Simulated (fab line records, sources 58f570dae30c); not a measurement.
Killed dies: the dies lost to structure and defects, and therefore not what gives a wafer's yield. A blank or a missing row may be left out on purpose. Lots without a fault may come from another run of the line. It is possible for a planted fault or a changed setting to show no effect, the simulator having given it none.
Split-lot trial || flow berkeley cmos170 || 23 wafers read across 5 lots, on a route 331 steps long

THE SPLIT ITSELF
At UCB170_PWELL_COAT_08 (resist thk 900 nm), the setting resist thk nm was moved away from the recipe's 900 nm on 7 of the 23 wafers read, by -5.0% to +4.3%. The other wafers ran this setting at the recipe's value.

FROM THE SPLIT TO THE READING: what the file shows between them, 3 steps
- UCB170_PWELL_SOFTBAKE_09: time 60 s
- UCB170_PWELL_EXPOSE_10: exposes mask PWELL, target cd 3000 nm
- UCB170_PWELL_DEVELOP_12: develop time 45 s

THE READING
KrF_of_PWELL_COAT_08.thk nm (the simulator's own value, which no gauge read), in nm, at UCB170_PWELL_ETCH_14 (etches Si3N4 in CH3F/Ar/O2, stops on SiO2, target depth 242 nm, time 151 s). There is no usual value for it anywhere in the file. Across the 16 wafers here that went through the recipe, the average is 726.7 nm and the standard deviation 6.5 nm.

{"wafer": "L074.1", "tool, chamber at the split": "litho track-03, 0", "resist thk nm as run, nm": 855.2, "against the recipe": "-5.0%", "KrF_of_PWELL_COAT_08.thk nm, nm": 687.3, "against lot-mates on the recipe": -32.6}
{"wafer": "L074.2", "tool, chamber at the split": "litho track-03, 0", "resist thk nm as run, nm": 900, "against the recipe": "recipe", "KrF_of_PWELL_COAT_08.thk nm, nm": 717.1, "against lot-mates on the recipe": "-"}
{"wafer": "L074.3", "tool, chamber at the split": "litho track-03, 0", "resist thk nm as run, nm": 900, "against the recipe": "recipe", "KrF_of_PWELL_COAT_08.thk nm, nm": 722.7, "against lot-mates on the recipe": "-"}
{"wafer": "L074.4", "tool, chamber at the split": "litho track-03, 0", "resist thk nm as run, nm": 855.2, "against the recipe": "-5.0%", "KrF_of_PWELL_COAT_08.thk nm, nm": 688.8, "against lot-mates on the recipe": -31.1}
{"wafer": "L074.5", "tool, chamber at the split": "litho track-03, 0", "resist thk nm as run, nm": 855.2, "against the recipe": "-5.0%", "KrF_of_PWELL_COAT_08.thk nm, nm": 690.4, "against lot-mates on the recipe": -29.5}
{"wafer": "L076.1", "tool, chamber at the split": "litho track-02, 0", "resist thk nm as run, nm": 900, "against the recipe": "recipe", "KrF_of_PWELL_COAT_08.thk nm, nm": 718.6, "against lot-mates on the recipe": "-"}
{"wafer": "L076.2", "tool, chamber at the split": "litho track-02, 0", "resist thk nm as run, nm": 936.6, "against the recipe": "+4.1%", "KrF_of_PWELL_COAT_08.thk nm, nm": 759.9, "against lot-mates on the recipe": "+37.6"}
{"wafer": "L076.4", "tool, chamber at the split": "litho track-02, 0", "resist thk nm as run, nm": 936.6, "against the recipe": "+4.1%", "KrF_of_PWELL_COAT_08.thk nm, nm": 759.1, "against lot-mates on the recipe": "+36.8"}
{"wafer": "L076.5", "tool, chamber at the split": "litho track-02, 0", "resist thk nm as run, nm": 900, "against the recipe": "recipe", "KrF_of_PWELL_COAT_08.thk nm, nm": 721.8, "against lot-mates on the recipe": "-"}
{"wafer": "L076.6", "tool, chamber at the split": "litho track-02, 0", "resist thk nm as run, nm": 900, "against the recipe": "recipe", "KrF_of_PWELL_COAT_08.thk nm, nm": 726.5, "against lot-mates on the recipe": "-"}
{"wafer": "L077.2", "tool, chamber at the split": "litho track-02, 0", "resist thk nm as run, nm": 900, "against the recipe": "recipe", "KrF_of_PWELL_COAT_08.thk nm, nm": 722.5, "against lot-mates on the recipe": "-"}
{"wafer": "L077.3", "tool, chamber at the split": "litho track-02, 0", "resist thk nm as run, nm": 900, "against the recipe": "recipe", "KrF_of_PWELL_COAT_08.thk nm, nm": 734.9, "against lot-mates on the recipe": "-"}
{"wafer": "L077.4", "tool, chamber at the split": "litho track-02, 0", "resist thk nm as run, nm": 900, "against the recipe": "recipe", "KrF_of_PWELL_COAT_08.thk nm, nm": 731.7, "against lot-mates on the recipe": "-"}
{"wafer": "L077.5", "tool, chamber at the split": "litho track-02, 0", "resist thk nm as run, nm": 900, "against the recipe": "recipe", "KrF_of_PWELL_COAT_08.thk nm, nm": 737, "against lot-mates on the recipe": "-"}
{"wafer": "L077.6", "tool, chamber at the split": "litho track-02, 0", "resist thk nm as run, nm": 900, "against the recipe": "recipe", "KrF_of_PWELL_COAT_08.thk nm, nm": 733.9, "against lot-mates on the recipe": "-"}
{"wafer": "L078.1", "tool, chamber at the split": "litho track-03, 0", "resist thk nm as run, nm": 900, "against the recipe": "recipe", "KrF_of_PWELL_COAT_08.thk nm, nm": 722.7, "against lot-mates on the recipe": "-"}
{"wafer": "L078.3", "tool, chamber at the split": "litho track-03, 0", "resist thk nm as run, nm": 938.5, "against the recipe": "+4.3%", "KrF_of_PWELL_COAT_08.thk nm, nm": 760.1, "against lot-mates on the recipe": "+36.8"}
{"wafer": "L078.4", "tool, chamber at the split": "litho track-03, 0", "resist thk nm as run, nm": 900, "against the recipe": "recipe", "KrF_of_PWELL_COAT_08.thk nm, nm": 727.1, "against lot-mates on the recipe": "-"}
{"wafer": "L078.5", "tool, chamber at the split": "litho track-03, 0", "resist thk nm as run, nm": 900, "against the recipe": "recipe", "KrF_of_PWELL_COAT_08.thk nm, nm": 720, "against lot-mates on the recipe": "-"}
{"wafer": "L078.6", "tool, chamber at the split": "litho track-03, 0", "resist thk nm as run, nm": 938.5, "against the recipe": "+4.3%", "KrF_of_PWELL_COAT_08.thk nm, nm": 763.1, "against lot-mates on the recipe": "+39.8"}
{"wafer": "L084.1", "tool, chamber at the split": "litho track-03, 0", "resist thk nm as run, nm": 900, "against the recipe": "recipe", "KrF_of_PWELL_COAT_08.thk nm, nm": 721.4, "against lot-mates on the recipe": "-"}
{"wafer": "L084.4", "tool, chamber at the split": "litho track-03, 0", "resist thk nm as run, nm": 900, "against the recipe": "recipe", "KrF_of_PWELL_COAT_08.thk nm, nm": 735, "against lot-mates on the recipe": "-"}
{"wafer": "L084.5", "tool, chamber at the split": "litho track-03, 0", "resist thk nm as run, nm": 900, "against the recipe": "recipe", "KrF_of_PWELL_COAT_08.thk nm, nm": 733.6, "against lot-mates on the recipe": "-"}

FIT RESULTS
A straight line over all 23 wafers: KrF_of_PWELL_COAT_08.thk nm changes by +7.85 nm for each +1% of resist thk nm; r = +0.96; the points scatter about the line by 5.7 nm.
The same after taking each lot's own level away (the mean of its wafers on the recipe; 23 wafers): +7.58 nm for each +1%; r = +0.97; scatter 5 nm.
Per that fit: largest resist thk nm move, reading shift of 38 nm.
The lots' own levels span 719.90 to 732.00 nm, that is 1.9 times the standard deviation above.
Hence the lot-to-lot level has little effect on the slope; both slopes agree.
Check: with one of the wafers moved furthest among these (-5.0%) left out of the fit, the line predicts -36.7 nm for it against its lot-mates. It came out at -32.6 nm against them.

OTHER SPLITS ON THESE WAFERS
Other splits were also applied to these wafers ahead of the reading. Each is held against what the fit with the lots' levels taken away leaves over:
{"other split on the same wafers": "UCB170_NWELL_OXIDATION_01 ox time s", "wafers away from the commonest value": 15, "r with KrF_of_PWELL_COAT_08.thk nm (lot level and that fit taken away)": -0.23}
{"other split on the same wafers": "UCB170_NWELL_CVD_04 temp c", "wafers away from the commonest value": 18, "r with KrF_of_PWELL_COAT_08.thk nm (lot level and that fit taken away)": -0.29}
{"other split on the same wafers": "UCB170_PWELL_OXIDATION_02 ox time s", "wafers away from the commonest value": 18, "r with KrF_of_PWELL_COAT_08.thk nm (lot level and that fit taken away)": "+0.15"}

THE WHOLE CHAIN: every reading that the file lists as answering this split, in the file's order
{"step": "UCB170_PWELL_COAT_08", "what it does": "resist thk 900 nm", "reading": "KrF_of_PWELL_COAT_08.thk nm (the simulator's own value, which no gauge read)", "change (the file's fit)": "+8.81 nm for each +1% of the setting", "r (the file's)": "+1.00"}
{"step": "UCB170_PWELL_ETCH_14", "what it does": "etches Si3N4 in CH3F/Ar/O2, stops on SiO2, target depth 242 nm, time 151 s", "reading": "KrF_of_PWELL_COAT_08.thk nm (the simulator's own value, which no gauge read)", "change (the file's fit)": "+7.88 nm for each +1% of the setting", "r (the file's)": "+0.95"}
{"step": "UCB170_PWELL_STRIP_16", "what it does": "strips in O2", "reading": "strip time to endpoint s", "change (the file's fit)": "withheld for each +1% of the setting", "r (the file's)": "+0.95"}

THE FILE'S OWN FIT
KrF_of_PWELL_COAT_08.thk nm changes by +7.88 nm for each +1% of resist thk nm, r = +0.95.
